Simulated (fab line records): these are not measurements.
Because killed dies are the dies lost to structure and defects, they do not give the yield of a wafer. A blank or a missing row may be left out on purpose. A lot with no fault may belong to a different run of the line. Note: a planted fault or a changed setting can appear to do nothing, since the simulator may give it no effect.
fab line records | flow rit-cmos
record lots=6 wafers=18 last-day=7
route steps=202 shown GATE@94 REOX@98 NLDD@103
lots that met no fault: from a run of the same line without faults
start-h: hours from the record's first day to the start of the lot's first wafer shown | wait-h: hours elapsed since this lot's preceding step | " identical to the entry in the row above | L1.1+2: a row that stands for several wafers | - no value, or no start given | * or withheld: withheld | < > ~ a bound
route shown NAME@n: NAME is a module with steps in the file, n the number in the route of the first one | usual: the fault-free wafers' mean and standard deviation | same: alike in all rows | chamber/n: place in a boat | sites: each site's reading | _std_site: their standard deviation | _edge_site: outer sites' mean less inner sites' | radius-mm: for every site, how far away it sits from the centre of the wafer | mask NAME#n: copy n | behind: the most recent tool/chamber to have shaped the wafer | hold: what put the lot on hold/how long, in hours/how the hold closed | device: names the non-switching transistor (n, p or np) | end of line: tests of these same wafers at the route's end | step lacking rows: just its recipe | killed: dies lost to structure and defects at the first sort, not the wafer's yield | map: dies across one wafer; x = killed, . = not, _ = none there
set.NAME: the run value of the setting; set.NAME@STEP: its run value at that earlier step | model.NAME: the simulator's own value behind a step, which no gauge read
certain route steps with their lots: each step a table, each wafer a row
services: when a tool's chamber went out of use (start-h, in hours from the record's first day, below 0 if earlier), for how many hours, and the reason
## steps
# step RIT_GATE_HARDBAKE_18
# recipe resist=NOVOLAK temp-c=140 time-s=60
# step RIT_GATE_ETCH_19
# recipe chemistry=SF6/CHF3/O2 time-s=165 SF6_flow_sccm=30 CHF3_flow_sccm=30 O2_flow_sccm=5 target=poly-Si pressure-mtorr=40 rf-w=160 target-depth-a=3125 over-etch-frac=0.25 stop-on=SiO2
# usual drypump-motor-current-A=5.6/0.49 oes-product-au=0.848/0.01 throttle-valve-pct=10.25/0.16
# columns lot.wafer tool chamber start-h wait-h drypump-motor-current-A oes-product-au rf-hours-counter-h throttle-valve-pct
L846.2 rie-si-01 1 65.83 0.1 6.1 0.851 3 10.39
L846.3 " 0 " " 5.1 0.847 123 10.17
L846.6 " 0 " " 5.2 0.857 - 10.18
L848.1 rie-si-01 0 72.58 0.1 5.1 0.856 124 10.17
L848.4 " 1 " " 6.2 0.842 3 10.39
L848.6 " 3 " " 5.9 0.841 - 10.34
L851.1 rie-si-02 1 88.49 0.1 5.1 0.841 3 10.09
L851.3 " 3 " " 6.0 0.839 1 10.15
L851.4 " 0 " " 6.3 0.828 149 10.55
L852.2 rie-si-01 1 90.21 0.1 6.1 0.838 3 10.37
L852.5 " 1 " " 6.1 0.842 - 10.38
L852.6 " 2 " " 5.4 0.851 - 10.04
L859.3 rie-si-02 3 124.14 0.1 6.0 0.852 1 10.15
L859.4 " 3 " " 6.0 0.864 - 10.15
L859.6 " 1 " " 5.1 0.840 - 10.08
L863.1 rie-si-02 3 144.64 0.1 6.0 0.861 1 10.15
L863.4 " 2 " " 5.0 0.858 - 10.40
L863.5 " 1 " " 5.1 0.857 - 10.09
# step RIT_GATE_STRIP_20
# recipe chemistry=O2 time-s=180 resist=NOVOLAK platen-temp-c=withheld power-w=500 pressure-mtorr=4000 o2-flow-sccm=4000
# usual drypump-motor-current-A=5.6/0.31 o2-flow-sccm=4001/14
# columns lot.wafer tool chamber start-h wait-h drypump-motor-current-A o2-flow-sccm rf-hours-counter-h
L846.2 plasma-asher-01 0 65.94 0.1 5.3 4003 44
L846.3 " 1 " " 5.5 3981 -
L846.6 " 1 " " 5.5 3980 -
L848.1 plasma-asher-03 1 72.69 0.1 6.0 4001 41
L848.4 " 0 " " 5.5 3979 -
L848.6 " 1 " " 6.0 4001 -
L851.1 plasma-asher-03 1 88.60 0.1 6.0 3998 43
L851.3 " 1 " " 6.0 4000 -
L851.4 " 0 " " 5.5 4005 -
L852.2 plasma-asher-02 1 90.32 0.1 6.1 4005 45
L852.5 " 0 " " 5.2 4016 -
L852.6 " 1 " " 6.1 3985 -
L859.3 plasma-asher-01 1 124.30 0.1 5.5 3995 -
L859.4 " 0 " " 5.3 3993 -
L859.6 " 0 " " 5.3 3992 -
L863.1 plasma-asher-03 1 144.75 0.1 6.0 3986 49
L863.4 " 0 " " 5.5 4009 -
L863.5 " 1 " " 6.0 3992 -
# step RIT_GATE_CD_MEAS_90
# recipe target-cd-nm=150
# usual cd-nm=149.9/2.7
# columns lot.wafer tool chamber start-h wait-h cd-nm
L846.2 cd-sem-02 - 66.13 0.1 147.0
L846.3 " - " " 148.1
L846.6 " - " " 144.0
L848.1 cd-sem-01 - 72.87 0.1 147.9
L848.4 " - " " 149.2
L848.6 " - " " 149.5
L851.1 cd-sem-01 - 88.77 0.1 150.2
L851.3 " - " " 152.6
L851.4 " - " " 150.3
L852.2 cd-sem-02 - 90.51 0.1 151.4
L852.5 " - " " 154.4
L852.6 " - " " 155.6
L859.3 cd-sem-02 - 124.46 0.1 146.7
L859.4 " - " " 145.1
L859.6 " - " " 145.1
L863.1 cd-sem-02 - 144.92 0.1 149.8
L863.4 " - " " 149.3
L863.5 " - " " 150.0
# step RIT_REOX_CLEAN_00
# recipe chemistry=SC1 mix=3:3:50 time-s=600 temp-c=75
# step RIT_REOX_CLEAN_01
# recipe chemistry=dHF dilution=50:1 time-s=30
# step RIT_REOX_CLEAN_02
# recipe chemistry=SC2 mix=3:3:50 time-s=600 temp-c=75 dry=n2-spin
# step RIT_REOX_OXIDATION_03
# recipe temp-c=900 ambient=O2 target-thk-a=252 ox-time-s=5580
# step RIT_REOX_THK_MEAS_04
# recipe reads=SiO2_of_REOX_OXIDATION_03
# usual REOX_OXIDE_THK=24.9/0.42
# columns lot.wafer tool chamber start-h wait-h REOX_OXIDE_THK[nm]
L846.2 film-metro-01 - 69.23 0.0 24.7
L846.3 " - " " 24.4
L846.6 " - " " 24.5
L848.1 film-metro-04 - 75.92 0.0 24.5
L848.4 " - " " 24.3
L848.6 " - " " 24.5
L851.1 film-metro-02 - 93.38 0.0 24.6
L851.3 " - " " 24.9
L851.4 " - " " 24.8
L852.2 film-metro-01 - 96.31 0.0 25.1
L852.5 " - " " 25.5
L852.6 " - " " 25.4
L859.3 film-metro-01 - 127.68 0.0 25.1
L859.4 " - " " 25.0
L859.6 " - " " 25.1
L863.1 film-metro-01 - 148.73 0.0 25.1
L863.4 " - " " 24.8
L863.5 " - " " 25.0
# step RIT_NLDD_HMDS_00
# recipe prime-time-s=60 prime-temp-c=140
# step RIT_NLDD_COAT_01
# recipe resist=NOVOLAK spin-rpm=3250 resist-thk-nm=1000
# step RIT_NLDD_SOFTBAKE_02
# recipe resist=NOVOLAK temp-c=90 time-s=60
# step RIT_NLDD_EXPOSE_03
# recipe mask-id=M7 na=0.57 target-cd-nm=40700 dose-mj=250
# usual exposure-dose-mJ-cm2=250.00/0.24 focus-offset-nm=0.1/0.47
# columns lot.wafer tool chamber start-h wait-h mask exposure-dose-mJ-cm2 focus-offset-nm
L846.2 iline-stepper-02 0 69.74 0.1 M7#0 250.20 -0.4
L846.3 " 0 " " M7#0 250.31 0.0
L846.6 " 0 " " M7#0 249.76 0.0
L848.1 iline-stepper-02 0 76.43 0.1 M7#0 249.79 0.6
L848.4 " 0 " " M7#0 250.11 0.1
L848.6 " 0 " " M7#0 250.25 -0.1
L851.1 iline-stepper-01 - 93.89 0.1 M7#0 - -
L851.3 " - " " M7#0 - -
L851.4 " - " " M7#0 - -
L852.2 iline-stepper-02 - 96.95 0.2 M7#0 - -
L852.5 " - " " M7#0 - -
L852.6 " - " " M7#0 - -
L859.3 iline-stepper-01 0 128.34 0.2 M7#0 249.71 1.7
L859.4 " 0 " " M7#0 249.79 0.8
L859.6 " 0 " " M7#0 249.90 0.9
L863.1 iline-stepper-02 0 149.45 0.2 M7#0 250.11 0.3
L863.4 " 0 " " M7#0 249.69 -0.1
L863.5 " 0 " " M7#0 250.06 -0.6
# step RIT_NLDD_PEB_04
# recipe resist=NOVOLAK temp-c=withheld time-s=withheld
## services
# columns tool chamber start-h hours kind
iline-stepper-02 - 43.19 4.4 pm
rie-si-02 1 63.96 6.6 repair
iline-stepper-02 0 70.03 - calibration
iline-stepper-02 - 72.64 1.7 pm
plasma-asher-01 - 103.58 5.6 repair
iline-stepper-01 0 104.89 - calibration
plasma-asher-01 - 109.20 9.0 pm
plasma-asher-01 0 109.20 9.0 vent-cycle
plasma-asher-01 1 109.20 9.0 vent-cycle
rie-si-02 0 115.82 - clean
rie-si-02 0 115.82 33.0 scheduled-down
rie-si-02 0 115.82 33.0 vent-cycle
plasma-asher-01 0 118.20 - clean
plasma-asher-01 1 118.20 - clean
plasma-asher-02 - 128.81 0.6 repair
plasma-asher-03 - 131.59 4.5 repair
iline-stepper-01 - 135.43 2.4 repair
iline-stepper-01 - 137.80 1.7 pm
## key
first-sign step=RIT_NLDD_EXPOSE_03 reading=tool-record direction=missing
effect none on later readings
met-at RIT_NLDD_EXPOSE_03
struck-wafers L851.1,L851.3,L851.4,L852.2,L852.5,L852.6
sort-left-out L851.1,L851.3,L851.4,L852.2,L852.5,L852.6
tester-left-out L851,L852
onset-between 76.43 93.89
fault kind=skipped-step-whole tool=iline-stepper-01,iline-stepper-02 chamber=- onset-h=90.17 steps=RIT_NLDD_EXPOSE_03 scope=struck-lots-only
# tester-left-out: of these lots the tester's yield and bins aren't shown, on N5 and GAA mostly nor the transistor test; their killed dies are dies lost to structure and defects alone, not to doping, threshold or leakage, so they don't give the yield
# sort-left-out: the simulated sort isn't trusted on such a fault, so these wafers' sort isn't shown, and their yield isn't known
